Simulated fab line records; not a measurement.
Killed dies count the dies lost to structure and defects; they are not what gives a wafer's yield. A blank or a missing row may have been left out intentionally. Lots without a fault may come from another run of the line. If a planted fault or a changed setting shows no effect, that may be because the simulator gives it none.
Which tool was responsible? -- flow berkeleyCmos170 -- Sampling: 15 lots, 45 wafers, 4 of 331 route steps

== WHAT THE GAUGES READ, wafer by wafer ==
UCB170_WELLDRIVE_THK_MEAS_02.
lot,measured,on,WELLDRIVE_OXIDE_THK (nm)
L643,day 4 03:32,filmMetro-01,203 203 207
L644,day 4 10:10,filmMetro-01,195 198 197
L645,day 4 18:27,filmMetro-04,192 194 195
L646,day 4 18:26,filmMetro-03,203 196 200
L647,day 4 18:26,filmMetro-01,198 197 196
L648,day 5 01:53,filmMetro-04,198 198 197
L649,day 5 08:00,filmMetro-01,195 196 198
L650,day 5 08:01,filmMetro-04,200 197 198
L651,day 5 12:43,filmMetro-01,194 192 193
L652,day 5 20:23,filmMetro-03,202 195 201
L662,day 8 01:13,filmMetro-04,201 203 197
L663,day 8 01:13,filmMetro-01,197 199 196
L664,day 8 17:14,filmMetro-01,201 200 202
L665,day 8 17:14,filmMetro-04,202 200 198
L666,day 9 03:56,filmMetro-04,205 204 205

UCB170_ACTIVE_OVL_MEAS_14.
lot,measured,on,ACTIVE_OVL (nm)
L643,day 5 02:59,overlay-02,2 2 5
L644,day 5 08:31,overlay-01,-11 -4 -5
L645,day 5 18:26,overlay-01,-8 1 -3
L646,day 5 18:33,overlay-02,2 -4 5
L647,day 5 18:55,overlay-01,2 5 -2
L648,day 6 03:13,overlay-01,-2 -14 -5
L649,day 6 02:50,overlay-01,8 1 8
L650,day 6 03:20,overlay-01,0 3 -2
L651,day 6 03:01,overlay-02,-2 -2 -2
L652,day 6 23:12,overlay-02,4 7 11
L665,day 9 16:47,overlay-01,0 -2 -10
L666,day 10 00:17,overlay-01,4 5 3

== WHICH TOOL RAN EACH LOT (tool, then ch and the chambers of the sampled wafers, then the start) ==
lot,UCB170_ZERO_STRIP_07,UCB170_WELLDRIVE_WET_ETCH_04
L643,"plasmaAsher-03 ch 0,1, day 1 19:14","wetBench-01 ch 0, day 4 11:19"
L644,"plasmaAsher-02 ch 0,1, day 2 02:59","wetBench-03 ch 2, day 4 16:46"
L645,"plasmaAsher-03 ch 0,1, day 2 07:52","wetBench-01 ch 2, day 5 00:51"
L646,"plasmaAsher-04 ch 0,1, day 2 14:04","wetBench-01 ch 0, day 5 00:51"
L647,"plasmaAsher-04 ch 0,1, day 2 18:09","wetBench-01 ch 0, day 5 00:51"
L648,"plasmaAsher-02 ch 1, day 3 01:26","wetBench-02 ch 1, day 5 09:23"
L649,"plasmaAsher-02 ch 0,1, day 3 06:42","wetBench-02 ch 3, day 5 15:37"
L650,"plasmaAsher-04 ch 1, day 3 06:55","wetBench-02 ch 1, day 5 15:37"
L651,"plasmaAsher-02 ch 0,1, day 3 14:37","wetBench-02 ch 0, day 5 15:37"
L652,"plasmaAsher-04 ch 0,1, day 3 19:00","wetBench-01 ch 2, day 6 01:48"
L662,"plasmaAsher-02 ch 0,1, day 6 00:51","wetBench-02 ch 2, day 8 05:28"
L663,"plasmaAsher-02 ch 0,1, day 6 01:07","wetBench-02 ch 0, day 8 05:28"
L664,"plasmaAsher-02 ch 0,1, day 6 06:39","wetBench-03 ch 1, day 9 01:02"
L665,"plasmaAsher-04 ch 0,1, day 6 17:10","wetBench-03 ch 1, day 9 01:02"
L666,"plasmaAsher-02 ch 0,1, day 7 01:57","wetBench-01 ch 3, day 9 09:13"
- UCB170_ZERO_STRIP_07: strips in O2.
- UCB170_WELLDRIVE_WET_ETCH_04: etches SiO2 in BOE, time 120 s.

== AS READ BY THE TOOLS THEMSELVES (means over the sampled wafers that have a number; for cases with no such wafer, the mark the record gives instead) ==
UCB170_ZERO_STRIP_07.
lot,tool,chamberPressureMTorr (mTorr),drypumpMotorCurrentA (A),oesProductAu (a.u.),stripTimeToEndpointS (s)
L643,plasmaAsher-03,3498,6.0,0.722,21.48
L644,plasmaAsher-02,3499,5.5,0.733,21.53
L645,plasmaAsher-03,3497,6.0,0.725,21.55
L646,plasmaAsher-04,3500,5.2,0.727,21.40
L647,plasmaAsher-04,3500,5.2,0.723,21.37
L648,plasmaAsher-02,3501,5.5,0.726,21.39
L649,plasmaAsher-02,3499,5.5,0.726,21.44
L650,plasmaAsher-04,3499,5.2,0.727,21.49
L651,plasmaAsher-02,3501,5.6,0.727,21.41
L652,plasmaAsher-04,3498,5.1,0.727,21.45
L662,plasmaAsher-02,3501,5.5,0.728,21.39
L663,plasmaAsher-02,3500,5.6,0.723,21.48
L664,plasmaAsher-02,3500,5.6,0.728,21.53
L665,plasmaAsher-04,3502,5.2,0.730,21.45
L666,plasmaAsher-02,3498,5.6,0.723,21.49

UCB170_WELLDRIVE_WET_ETCH_04.
lot,tool,bathHeatDutyPct (%),runLengthS (s)
L643,wetBench-01,6.0,146
L644,wetBench-03,7.6,153
L645,wetBench-01,6.7,152
L646,wetBench-01,5.9,153
L647,wetBench-01,5.6,153
L648,wetBench-02,5.7,148
L649,wetBench-02,5.8,146
L650,wetBench-02,5.9,148
L651,wetBench-02,6.0,148
L652,wetBench-01,6.7,144
L662,wetBench-02,-,-
L663,wetBench-02,-,-
L664,wetBench-03,-,-
L665,wetBench-03,6.6,145
L666,wetBench-01,6.6,151

== THE ANSWER, worked out from the rows above alone ==
Rule: the usual values come from the lots themselves. The widest of any qualifying gaps counts: lots, ordered by their means at a reading, are off when they make up no more than a third of the lots, leave a main group of 4 or more, and stand apart from it by 3 or more times the standard deviation of that group's means. If all means in a main group match to the digits the tables above print for the reading, that group is not used. A lot without any number at a reading at which 4 lots or more have one is off too. Where the step has rows for the other lots, those lots are counted as sound. After the gauges, taken in route order, come the tools' own readings; for these a lot's mean is taken, as printed above. At the first step where some lot is off, the reading lying furthest off is the one used; lots without a number count as furthest.
Off, at UCB170_WELLDRIVE_WET_ETCH_04 on bathHeatDutyPct: L662, L663, L664. Without a number there: L662, L663, L664. For the main group the mean is 6.3 % and the standard deviation 0.56.
If a tool, at that step or one of the process steps before it, ran each lot that is off and ran no sound lot following the first of them, it fits. Not one of the candidates tried fits.

== WHAT HAD BEEN PUT IN BY THE SIMULATOR ==
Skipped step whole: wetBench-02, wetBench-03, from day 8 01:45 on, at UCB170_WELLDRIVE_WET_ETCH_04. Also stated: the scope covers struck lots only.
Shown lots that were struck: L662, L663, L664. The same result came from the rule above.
